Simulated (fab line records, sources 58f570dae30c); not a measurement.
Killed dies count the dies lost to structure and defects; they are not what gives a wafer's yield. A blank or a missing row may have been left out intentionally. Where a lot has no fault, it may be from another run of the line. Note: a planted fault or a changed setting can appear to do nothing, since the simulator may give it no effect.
Which tool did it?    flow berkeley-cmos170    14 lots with 42 wafers sampled at 5 steps, on a route of 331 steps

== WHAT THE GAUGES READ, wafer by wafer ==
UCB170_NLDD_CD_MEAS_06 targets a cd of 1200 nm. Usual: cd-nm at 1200.2 nm, with a standard deviation of 1.7.
lot   measured      on         cd-nm (nm)            flag
L319  day 8 05:55   cd-sem-02  1195.5 1197.0 1195.9  
L316  day 8 06:32   cd-sem-02  1200.0 1199.3 1198.5  
L317  day 8 07:22   cd-sem-02  1198.3 1198.7 1198.3  
L318  day 8 07:38   cd-sem-02  1199.5 1199.4 1199.5  
L322  day 8 18:55   cd-sem-02  1201.3 1201.0 1200.0  
L321  day 8 19:02   cd-sem-02  1199.8 1201.3 1199.3  
L320  day 8 19:14   cd-sem-02  1201.8 1201.0 1200.9  
L323  day 9 14:31   cd-sem-02  1202.2 1201.7 1201.0  
L324  day 9 14:37   cd-sem-02  1201.1 1201.2 1201.7  
L328  day 10 03:22  cd-sem-02  1204.1 1205.9 1203.8  
L326  day 10 04:44  cd-sem-01  1200.9 1200.5 1200.1  
L329  day 10 18:14  cd-sem-01  1200.4 1198.9 1198.8  
L333  day 11 10:20  cd-sem-01  1200.5 1200.7 1201.8  
L337  day 12 06:33  cd-sem-01  1200.0 1199.6 1200.7  

UCB170_SDANNEAL_RS_MEAS_05: uses a four-point probe to measure. Usual: NLDD_RS 616.7 ohm/sq, standard deviation 1.7.
lot   measured      on             NLDD_RS (ohm/sq)   flag
L319  day 8 20:38   film-metro-04  616.3 616.5 615.4  
L316  day 8 20:07   film-metro-02  616.4 615.8 615.7  
L317  day 8 20:39   film-metro-02  614.5 615.3 614.6  
L318  day 8 21:11   film-metro-02  614.8 615.8 614.4  
L322  day 9 10:01   film-metro-03  615.1 615.8 615.0  
L321  day 9 08:58   film-metro-03  619.0 618.9 618.1  
L320  day 9 09:38   film-metro-04  616.7 616.6 617.5  
L323  day 10 03:10  film-metro-03  618.3 618.4 617.8  
L324  day 10 03:26  film-metro-02  614.1 614.2 614.0  
L328  day 10 20:49  film-metro-02  617.4 619.3 617.6  
L326  day 10 20:11  film-metro-03  614.9 614.3 613.2  
L329  day 11 06:18  film-metro-04  630.9 633.3 630.7  OFF
L333  day 12 01:19  film-metro-03  628.3 628.7 628.6  OFF
L337  day 12 19:05  film-metro-02  616.3 616.7 616.3  

== WHAT TOOL EACH LOT RAN ON (gives the tool, then ch and the chambers of the sampled wafers, and finally the start) ==
lot   UCB170_NLDD_IMPLANT_09           UCB170_BACKSIDE_STRIP_03              UCB170_SDANNEAL_RTA_00
L319  implanter-02 ch 0, day 8 06:13   plasma-asher-04 ch 0,1, day 8 19:35   rtp-anneal-01 ch 0, day 8 20:09
L316  implanter-01 ch 0, day 8 06:50   plasma-asher-03 ch 0,1, day 8 19:14   rtp-anneal-02 ch 0, day 8 19:37
L317  implanter-02 ch 0, day 8 07:41   plasma-asher-01 ch 0, day 8 19:41     rtp-anneal-02 ch 0, day 8 20:10
L318  implanter-03 ch 0, day 8 07:58   plasma-asher-03 ch 0, day 8 20:08     rtp-anneal-02 ch 0, day 8 20:42
L322  implanter-02 ch 0, day 8 19:13   plasma-asher-01 ch 0,1, day 9 09:15   rtp-anneal-02 ch 0, day 9 09:31
L321  implanter-01 ch 0, day 8 19:20   plasma-asher-01 ch 0,1, day 9 08:13   rtp-anneal-01 ch 0, day 9 08:29
L320  implanter-03 ch 0, day 8 19:33   plasma-asher-01 ch 0,1, day 9 08:51   rtp-anneal-02 ch 0, day 9 09:08
L323  implanter-01 ch 0, day 9 14:50   plasma-asher-01 ch 0,1, day 10 02:22  rtp-anneal-02 ch 0, day 10 02:40
L324  implanter-03 ch 0, day 9 14:56   plasma-asher-03 ch 0,1, day 10 02:39  rtp-anneal-01 ch 0, day 10 02:56
L328  implanter-01 ch 0, day 10 03:40  plasma-asher-03 ch 0,1, day 10 19:52  rtp-anneal-01 ch 0, day 10 20:19
L326  implanter-01 ch 0, day 10 05:04  plasma-asher-04 ch 0, day 10 19:25    rtp-anneal-01 ch 0, day 10 19:42
L329  implanter-02 ch 0, day 10 18:32  plasma-asher-03 ch 0,1, day 11 04:53  rtp-anneal-02 ch 0, day 11 05:49
L333  implanter-02 ch 0, day 11 10:39  plasma-asher-01 ch 0,1, day 12 00:31  rtp-anneal-02 ch 0, day 12 00:49
L337  implanter-03 ch 0, day 12 06:52  plasma-asher-03 ch 0,1, day 12 17:29  rtp-anneal-02 ch 0, day 12 18:14
- UCB170_NLDD_IMPLANT_09
- UCB170_BACKSIDE_STRIP_03: strips in O2.
- UCB170_SDANNEAL_RTA_00: time 10 s.

== WHAT THE TOOLS THEMSELVES READ (means of the sampled wafers that have a number; where no wafer has one, the mark that the record gives instead) ==
UCB170_NLDD_IMPLANT_09. Usual: faraday-current-uA at 159, with a standard deviation of 3.3.
lot   tool          faraday-current-uA  flag
L319  implanter-02  161                 
L316  implanter-01  157                 
L317  implanter-02  161                 
L318  implanter-03  159                 
L322  implanter-02  159                 
L321  implanter-01  160                 
L320  implanter-03  159                 
L323  implanter-01  161                 
L324  implanter-03  157                 
L328  implanter-01  156                 
L326  implanter-01  157                 
L329  implanter-02  157                 
L333  implanter-02  158                 
L337  implanter-03  159                 

UCB170_BACKSIDE_STRIP_03. Usual: drypump-motor-current-A 5.43 A, standard deviation 0.28; oes-product-au 0.734 a.u., standard deviation 0.0047; strip-time-to-endpoint-s 21.94 s, standard deviation 0.063.
lot   tool             drypump-motor-current-A (A)  oes-product-au (a.u.)  strip-time-to-endpoint-s (s)  flag
L319  plasma-asher-04  5.12                         0.730                  21.84                         
L316  plasma-asher-03  5.73                         0.736                  21.97                         
L317  plasma-asher-01  5.20                         0.739                  21.96                         
L318  plasma-asher-03  5.62                         0.734                  21.99                         
L322  plasma-asher-01  5.32                         0.733                  21.96                         
L321  plasma-asher-01  5.46                         0.737                  22.00                         
L320  plasma-asher-01  5.30                         0.735                  21.94                         
L323  plasma-asher-01  5.29                         0.734                  21.96                         
L324  plasma-asher-03  5.73                         0.734                  21.90                         
L328  plasma-asher-03  5.76                         0.733                  21.92                         
L326  plasma-asher-04  5.36                         0.736                  21.96                         
L329  plasma-asher-03  5.69                         0.738                  22.00                         
L333  plasma-asher-01  5.45                         0.729                  21.87                         
L337  plasma-asher-03  5.68                         0.735                  22.04                         

UCB170_SDANNEAL_RTA_00. Usual: chamber-o2-ppm 2.001, standard deviation 0.021; lamp-power-pct 22.6 %, standard deviation 0.79; wafer_temp_C_max 904.7, standard deviation 0.94.
lot   tool           chamber-o2-ppm  lamp-power-pct (%)  wafer_temp_C_max  flag
L319  rtp-anneal-01  1.980           21.7                904.2             
L316  rtp-anneal-02  2.005           23.3                904.6             
L317  rtp-anneal-02  1.987           23.3                906.1             
L318  rtp-anneal-02  1.979           23.3                905.1             
L322  rtp-anneal-02  1.985           23.3                905.1             
L321  rtp-anneal-01  2.012           21.7                904.9             
L320  rtp-anneal-02  2.002           23.3                904.1             
L323  rtp-anneal-02  1.990           23.3                904.8             
L324  rtp-anneal-01  2.013           21.7                904.4             
L328  rtp-anneal-01  2.026           21.7                904.7             
L326  rtp-anneal-01  1.987           21.7                904.5             
L329  rtp-anneal-02  2.005           23.3                904.5             
L333  rtp-anneal-02  2.013           23.3                905.4             
L337  rtp-anneal-02  2.000           23.3                904.1             

== THE ANSWER, worked out from the rows above alone ==
Rule: lot off if the mean of its wafers having a number is beyond 3 standard deviations from the usual mean. A lot without any number at a reading at which 4 lots or more have one is off too. Any other lot the step has rows for is counted as sound. The gauges are gone through in route order, then the tools' own readings, and for those a lot's mean is taken as printed above. At the first step where some lot is off, the reading lying furthest off is the one used; lots without a number count as furthest.
Off: L329, L333, seen at UCB170_SDANNEAL_RS_MEAS_05 (NLDD_RS).
If a tool, at a process step before that reading, ran all the lots that are off and no sound lot after the first of them, it fits. Those tools and the gauges at UCB170_SDANNEAL_RS_MEAS_05 are tried in the same way. One candidate fits, namely implanter-02 at UCB170_NLDD_IMPLANT_09. A fault onset in the window from L322 (day 8 19:13, its last sound lot) to L329 (day 10 18:32, its first lot off) fits.

== WHAT THE SIMULATOR PUT IN ==
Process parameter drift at UCB170_NLDD_IMPLANT_09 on implanter-02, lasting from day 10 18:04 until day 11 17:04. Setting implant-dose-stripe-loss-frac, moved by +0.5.
Struck lots among those shown: L329, L333. The rule above found the same.
